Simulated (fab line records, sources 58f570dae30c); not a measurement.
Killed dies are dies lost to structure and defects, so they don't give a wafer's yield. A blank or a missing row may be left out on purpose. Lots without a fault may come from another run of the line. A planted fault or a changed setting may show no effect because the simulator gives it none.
One fault seen from 2 desks | flow berkeley_cmos170 | each desk has only its own numbers; what lay behind them comes last

THE TOOL OWNER'S DESK: rie_metal-02
The tool's own readings at UCB170_M2_METAL_ETCH_18 (etches Al in Cl2/BCl3, stops on SiO2, target depth 1170 nm, time 195 s): means of the sampled wafers that have a number, for each lot that ran on this tool. A lot is out of limits, marked OUT, if its mean lies more than 4 standard deviations from the usual mean; the brackets give that distance.
Columns: A = drypump_motor_current_A at UCB170_M2_METAL_ETCH_18, usual 5.8 A; B = oes_product_au at UCB170_M2_METAL_ETCH_18, usual 0.855 a.u.; C = throttle_valve_pct at UCB170_M2_METAL_ETCH_18, usual 24.54 %
lot  | first seen here | A   | B                | C
L942 | day 9 02:07     | 5.3 | 0.847            | 24.58
L949 | day 10 04:58    | 6.3 | 0.769 (-4.3) OUT | 24.57
L950 | day 10 17:28    | 5.7 | 0.763 (-4.6) OUT | 24.60
This desk's finding: out of limits on L949, L950; first on L949, day 10 04:58 (oes_product_au at UCB170_M2_METAL_ETCH_18). In limits: L942.

THE METROLOGY DESK
What the gauges read, lot by lot, whatever tool the lot ran on: means of the sampled wafers that have a number. A lot is out of limits, marked OUT, if its mean lies more than 4 standard deviations from the usual mean; the brackets give that distance.
Columns: A = ACTIVE_OVL at UCB170_ACTIVE_OVL_MEAS_14, usual -5 nm; B = GATE_POLY_THK at UCB170_GATE_THK_MEAS_05, usual 214.0 nm; C = cd_nm at UCB170_M2_CD_MEAS_90, usual 700 nm
lot  | first seen here | A   | B     | C
L942 | day 5 01:11     | -3  | 214.4 | 696
L943 | day 5 06:44     | -7  | 215.1 | 695
L949 | day 6 18:32     | -6  | 210.7 | 721 (+6.1) OUT
L950 | day 7 02:49     | 2   | 215.5 | 721 (+6.1) OUT
L955 | day 7 23:04     | -9  | 216.4 | 699
L957 | day 8 03:53     | -12 | 215.8 | 701
L956 | day 8 03:59     | -4  | 213.5 | 704
L958 | day 9 02:18     | -10 | 212.6 | 699
L959 | day 9 02:28     | -10 | 213.9 | 698
L961 | day 9 02:52     | -5  | 215.4 | 700
L960 | day 9 09:04     | -9  | 212.5 | 700
L962 | day 9 09:10     | -8  | 215.1 | 703
This desk's finding: out of limits on L949, L950; first on L949, day 10 05:21 (cd_nm at UCB170_M2_CD_MEAS_90). In limits: L942, L943, L955, L957, L956, L958, L959, L961, L960, L962.

PUT TOGETHER
The tool owner's desk could have raised an alarm at day 10 04:58, on L949, L950.
The metrology desk could have raised an alarm at day 10 05:21, on L949, L950.
Of the lots named, all ran UCB170_M2_METAL_ETCH_18 on rie_metal-02.

WHAT THE SIMULATOR HAD PUT IN
Process parameter drift: rie_metal-02, from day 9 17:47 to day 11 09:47, at UCB170_M2_METAL_ETCH_18. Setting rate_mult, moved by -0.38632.
Lots struck among those shown: L949, L950.
Hours from the fault's start to each desk's first reading out of limits: the tool owner's desk, 11; the metrology desk, 12.
